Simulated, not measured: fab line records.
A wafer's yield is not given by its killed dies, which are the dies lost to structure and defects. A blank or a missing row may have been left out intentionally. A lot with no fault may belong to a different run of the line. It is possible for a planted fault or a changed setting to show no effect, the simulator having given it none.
Which tool did it? | flow berkeley cmos170 | 14 lots, 42 wafers sampled, at 4 steps of a route of 331

WHAT THE GAUGES SHOWED, per wafer
UCB170_GATE_THK_MEAS_02. Usual: for GATE_OXIDE_THK the level is 6.64 nm and the standard deviation is 0.15.
lot  | measured     | on            | GATE_OXIDE_THK (nm) | flag
L788 | day 6 16:13  | film metro-02 | 6.90 6.93 6.92      |
L787 | day 6 16:17  | film metro-02 | 6.68 6.75 6.49      |
L790 | day 7 03:14  | film metro-03 | 6.72 6.66 6.65      |
L791 | day 7 03:14  | film metro-04 | 6.70 6.71 6.65      |
L794 | day 7 22:58  | film metro-04 | 6.54 6.31 6.41      |
L801 | day 8 17:38  | film metro-04 | 6.51 6.82 6.66      |
L800 | day 8 17:39  | film metro-02 | 6.82 6.91 6.75      |
L803 | day 9 09:04  | film metro-04 | 6.82 6.69 6.66      |
L802 | day 9 09:05  | film metro-03 | 6.95 6.97 6.86      |
L804 | day 9 15:43  | film metro-04 | 6.55 6.45 6.60      |
L805 | day 9 15:45  | film metro-03 | 6.54 6.66 6.65      |
L806 | day 10 05:29 | film metro-02 | 6.66 6.61 6.70      |
L807 | day 10 05:32 | film metro-04 | 6.55 6.60 6.49      |
L809 | day 11 01:48 | film metro-02 | 6.58 6.50 6.61      |

UCB170_M2_CD_MEAS_15: the cd target is 700 nm. Usual: cd nm at 700.0 nm, with a standard deviation of 1.3.
lot  | measured     | on        | cd nm (nm)        | flag
L788 | day 8 20:07  | cd sem-01 | 699.0 701.3 699.3 |
L787 | day 8 20:37  | cd sem-02 | 701.6 701.4 700.9 |
L794 | day 10 07:16 | cd sem-01 | 702.1 702.5 703.2 |
L801 | day 10 20:55 | cd sem-02 | 700.4 701.7 701.3 |
L800 | day 10 21:30 | cd sem-01 | 701.2 701.3 699.5 |
L803 | day 11 03:13 | cd sem-01 | 701.3 701.1 699.9 |
L802 | day 11 07:07 | cd sem-01 | 701.9 702.0 700.6 |
L804 | day 11 12:58 | cd sem-02 | 701.3 701.0 700.3 |
L805 | day 11 13:44 | cd sem-02 | 699.4 698.7 699.4 |
L806 | day 12 00:56 | cd sem-02 | 698.6 698.3 698.5 |
L807 | day 12 00:48 | cd sem-01 | 699.5 700.4 700.3 |
L809 | day 12 15:05 | cd sem-01 | 699.0 699.3 699.3 |

UCB170_M3_CD_MEAS_15: the cd target is 700 nm. Usual: cd nm at 700.3 nm, with a standard deviation of 1.6.
lot  | measured     | on        | cd nm (nm)        | flag
L788 | day 9 04:28  | cd sem-01 | 701.4 699.6 700.5 |
L787 | day 9 06:51  | cd sem-02 | 701.3 699.9 700.1 |
L794 | day 10 15:23 | cd sem-01 | 699.3 701.2 700.0 |
L801 | day 11 03:13 | cd sem-02 | 699.8 699.1 698.5 |
L800 | day 11 05:23 | cd sem-02 | 700.0 700.9 700.4 |
L803 | day 11 08:39 | cd sem-01 | 699.0 699.8 700.4 |
L802 | day 11 12:02 | cd sem-02 | 700.4 700.2 700.3 |
L804 | day 11 20:07 | cd sem-01 | 699.3 699.8 698.1 |
L805 | day 11 20:20 | cd sem-02 | 701.1 700.8 703.0 |
L806 | day 12 06:49 | cd sem-02 | 703.4 701.8 702.1 |
L807 | day 12 05:48 | cd sem-02 | 699.2 698.4 699.4 |
L809 | day 12 21:17 | cd sem-01 | 698.7 699.1 698.1 |

WHAT TOOL EACH LOT RAN ON (gives the tool, then ch and the chambers of the sampled wafers, and finally the start)
lot  | UCB170_SDANNEAL_RTA_00
L788 | rtp anneal-02 ch 0, day 7 20:44
L787 | rtp anneal-01 ch 0, day 7 21:56
L790 | rtp anneal-02, day 8 04:59
L791 | rtp anneal-01, day 8 04:59
L794 | rtp anneal-02 ch 0, day 9 11:01
L801 | rtp anneal-02 ch 0, day 10 00:53
L800 | rtp anneal-01 ch 0, day 10 00:29
L803 | rtp anneal-02 ch 0, day 10 07:11
L802 | rtp anneal-02 ch 0, day 10 07:50
L804 | rtp anneal-01 ch 0, day 10 18:03
L805 | rtp anneal-02 ch 0, day 10 17:31
L806 | rtp anneal-01 ch 0, day 11 08:32
L807 | rtp anneal-02 ch 0, day 11 08:08
L809 | rtp anneal-02 ch 0, day 12 00:07
- UCB170_SDANNEAL_RTA_00: time 10 s.

AS READ BY THE TOOLS THEMSELVES (means over the sampled wafers that have a number; for cases with no such wafer, the mark the record gives instead)
UCB170_SDANNEAL_RTA_00. Usual: anneal temp c max 903.9, standard deviation 1.4; chamber o2 ppm 1.997, standard deviation 0.02; lamp power pct 25.2 %, standard deviation 0.75; wafer_temp_C_max 905.2, standard deviation 1.
lot  | tool          | anneal temp c max | chamber o2 ppm | lamp power pct (%) | wafer_temp_C_max | flag
L788 | rtp anneal-02 | 902.5             | 2.007          | 24.4               | 904.2            |
L787 | rtp anneal-01 | 905.1             | 2.000          | 26.0               | 905.2            |
L790 | rtp anneal-02 | -                 | -              | -                  | -                | OFF
L791 | rtp anneal-01 | -                 | -              | -                  | -                | OFF
L794 | rtp anneal-02 | 903.7             | 1.976          | 24.4               | 905.0            |
L801 | rtp anneal-02 | 902.4             | 2.009          | 24.4               | 904.8            |
L800 | rtp anneal-01 | 904.9             | 2.017          | 25.9               | 905.4            |
L803 | rtp anneal-02 | 902.7             | 2.023          | 24.4               | 904.0            |
L802 | rtp anneal-02 | 902.0             | 2.020          | 24.4               | 906.0            |
L804 | rtp anneal-01 | 905.2             | 1.981          | 25.9               | 906.1            |
L805 | rtp anneal-02 | 902.4             | 1.974          | 24.4               | 905.4            |
L806 | rtp anneal-01 | 904.8             | 2.009          | 25.9               | 905.1            |
L807 | rtp anneal-02 | 902.4             | 1.982          | 24.4               | 904.9            |
L809 | rtp anneal-02 | 903.3             | 2.025          | 24.5               | 904.3            |

THE ANSWER, worked out from the rows above alone
Rule: a lot counts as off when the mean over its wafers that have a number is more than 3 standard deviations away from the usual mean. Also off: a lot with no number at a reading for which 4 or more lots have one. The other lots that the step has rows for count as sound. After the gauges, taken in route order, come the tools' own readings; for these a lot's mean is taken, as printed above. The first step at which some lot is off is used, and at that step the reading that is off furthest; a lot without a number counts as furthest.
Off: L790, L791, at UCB170_SDANNEAL_RTA_00 (anneal temp c max). Without a number there: L790, L791.
A tool fits if, at that step or a process step before it, it ran every lot that is off, and no sound lot after the first of them. None of those tried fits.

WHAT THE SIMULATOR PUT IN
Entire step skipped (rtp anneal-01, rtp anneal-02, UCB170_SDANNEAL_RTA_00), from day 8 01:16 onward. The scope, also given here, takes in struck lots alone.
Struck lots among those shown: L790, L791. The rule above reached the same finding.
